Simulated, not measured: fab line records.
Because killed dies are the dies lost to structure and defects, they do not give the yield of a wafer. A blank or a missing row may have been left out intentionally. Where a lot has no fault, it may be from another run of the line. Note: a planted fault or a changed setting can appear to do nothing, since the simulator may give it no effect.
One fault seen from 2 desks | flow rit-cmos | what lay behind the numbers comes last; until then each desk has only its own

## THE TOOL OWNER'S DESK: iline-stepper-01
The tool's own readings at RIT_PSD_EXPOSE_03 (exposes mask M10, target cd 40900 nm): means of the sampled wafers that have a number, for each lot that ran on this tool. Marked OUT: a lot whose mean sits more than 4 standard deviations from the usual mean, which makes it out of limits; the brackets give that distance.
Columns: A = exposure-dose-mJ-cm2 at RIT_PSD_EXPOSE_03, usual 249.97; B = reticle-temp-C at RIT_PSD_EXPOSE_03, usual 23.00 C
lot  | first seen here | A      | B
L922 | day 3 03:01     | 249.78 | 23.10
L923 | day 3 09:41     | 249.72 | 22.91
L924 | day 3 15:28     | 250.03 | 23.04
L925 | day 3 15:54     | 250.22 | 22.92
L933 | day 5 07:48     | 250.02 | 23.00
L935 | day 5 17:23     | 249.89 | 22.96
This desk's finding: nothing out of limits on any of the 6 lots.

## THE METROLOGY DESK
Means of the sampled wafers that have a number, per lot and without regard to the tool the lot ran on: this is what the gauges read. Marked OUT: a lot whose mean sits more than 4 standard deviations from the usual mean, which makes it out of limits; the brackets give that distance.
Columns: A = PSD_OVL at RIT_PSD_OVL_MEAS_06, usual 0.9 nm
lot  | first seen here | A
L922 | day 3 03:36     | 0.6
L923 | day 3 10:03     | -1.4
L924 | day 3 15:55     | -1.5
L925 | day 3 16:28     | 0.9
L926 | day 4 05:19     | 1.5
L927 | day 4 06:10     | -0.1
L928 | day 4 08:05     | 0.9
L930 | day 4 18:32     | 2.3
L933 | day 5 08:19     | 130.4 (+93) OUT
L935 | day 5 17:47     | 132.7 (+94) OUT
L942 | day 7 06:00     | 2.6
L943 | day 7 11:08     | 0.9
L944 | day 7 16:44     | 2.1
L945 | day 7 20:43     | 1.0
This desk finds L933, L935 out of limits, with the earliest case on L933 at day 5 08:19 (PSD_OVL at RIT_PSD_OVL_MEAS_06). L922, L923, L924, L925, L926, L927, L928, L930, L942, L943, L944, L945 stayed within limits.

## BROUGHT TOGETHER
At day 5 08:19 the metrology desk could have sounded an alarm, on L933, L935.
The desk of the tool owner found nothing out of limits.
The tool owner's desk has L933, L935 on record, within its limits.
All the named lots went through RIT_PSD_EXPOSE_03 on iline-stepper-01.

## WHAT HAD BEEN PUT IN BY THE SIMULATOR
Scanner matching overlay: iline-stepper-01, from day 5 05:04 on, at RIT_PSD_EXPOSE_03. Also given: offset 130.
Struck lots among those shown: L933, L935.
Per desk, hours elapsed from the start of the fault to the first reading out of limits: for the metrology desk, 3.
